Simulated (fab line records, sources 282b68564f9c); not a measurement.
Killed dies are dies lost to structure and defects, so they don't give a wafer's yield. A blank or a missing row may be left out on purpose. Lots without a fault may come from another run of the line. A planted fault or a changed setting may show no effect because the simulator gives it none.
One fault seen from 2 desks | flow rit_cmos | each desk has only its own numbers; what lay behind them comes last

THE METROLOGY DESK
What the gauges read, lot by lot, whatever tool the lot ran on: means of the sampled wafers that have a number. A lot is out of limits, marked OUT, if its mean lies more than 4 standard deviations from the usual mean; the brackets give that distance.
Columns: A = GATE_POLY_THK at RIT_GATE_THK_MEAS_09, usual 250.8 nm
lot  | first seen here | A
L840 | day 2 11:50     | 249.2
L841 | day 2 17:25     | 253.0
L842 | day 2 22:40     | 252.6
L843 | day 3 01:32     | 251.0
L844 | day 3 07:46     | 247.4
L845 | day 3 12:10     | 255.2
L846 | day 3 17:19     | 252.2
L847 | day 3 22:18     | 248.6
L848 | day 4 03:13     | 250.6
L853 | day 5 10:07     | 201.3 (-21) OUT
L854 | day 5 10:07     | 203.6 (-20) OUT
L859 | day 6 10:20     | 247.4
L861 | day 6 19:53     | 252.0
This desk's finding: out of limits on L853, L854; first on L853, day 5 10:07 (GATE_POLY_THK at RIT_GATE_THK_MEAS_09). In limits: L840, L841, L842, L843, L844, L845, L846, L847, L848, L859, L861.

THE TOOL OWNER'S DESK: lpcvd-01
The tool's own readings at RIT_GATE_CVD_08 (deposits poly-Si from SiH4, target thk 250 nm, time 2220 s): means of the sampled wafers that have a number, for each lot that ran on this tool. A lot is out of limits, marked OUT, if its mean lies more than 4 standard deviations from the usual mean; the brackets give that distance.
Columns: A = sih4_flow_sccm at RIT_GATE_CVD_08, usual 100.0 sccm
lot  | first seen here | A
L840 | day 2 10:12     | 100.0
L841 | day 2 15:47     | 100.0
L844 | day 3 06:09     | 100.3
L845 | day 3 10:32     | 99.9
L846 | day 3 15:41     | 99.6
L848 | day 4 01:36     | 99.6
L853 | day 5 08:29     | 80.0 (-67) OUT
L854 | day 5 08:29     | 79.7 (-68) OUT
This desk's finding: out of limits on L853, L854; first on L853, day 5 08:29 (sih4_flow_sccm at RIT_GATE_CVD_08). In limits: L840, L841, L844, L845, L846, L848.

PUT TOGETHER
The tool owner's desk could have raised an alarm at day 5 08:29, on L853, L854.
The metrology desk could have raised an alarm at day 5 10:07, on L853, L854.
Of the lots named, all ran RIT_GATE_CVD_08 on lpcvd-01.

WHAT THE SIMULATOR HAD PUT IN
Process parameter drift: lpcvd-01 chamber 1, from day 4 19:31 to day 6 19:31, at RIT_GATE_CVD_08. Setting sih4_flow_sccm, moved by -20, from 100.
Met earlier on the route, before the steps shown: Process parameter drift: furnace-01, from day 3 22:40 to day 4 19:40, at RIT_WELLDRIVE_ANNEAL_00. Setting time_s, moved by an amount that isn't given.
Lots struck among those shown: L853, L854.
Hours from the fault's start to each desk's first reading out of limits: the tool owner's desk, 13; the metrology desk, 15.
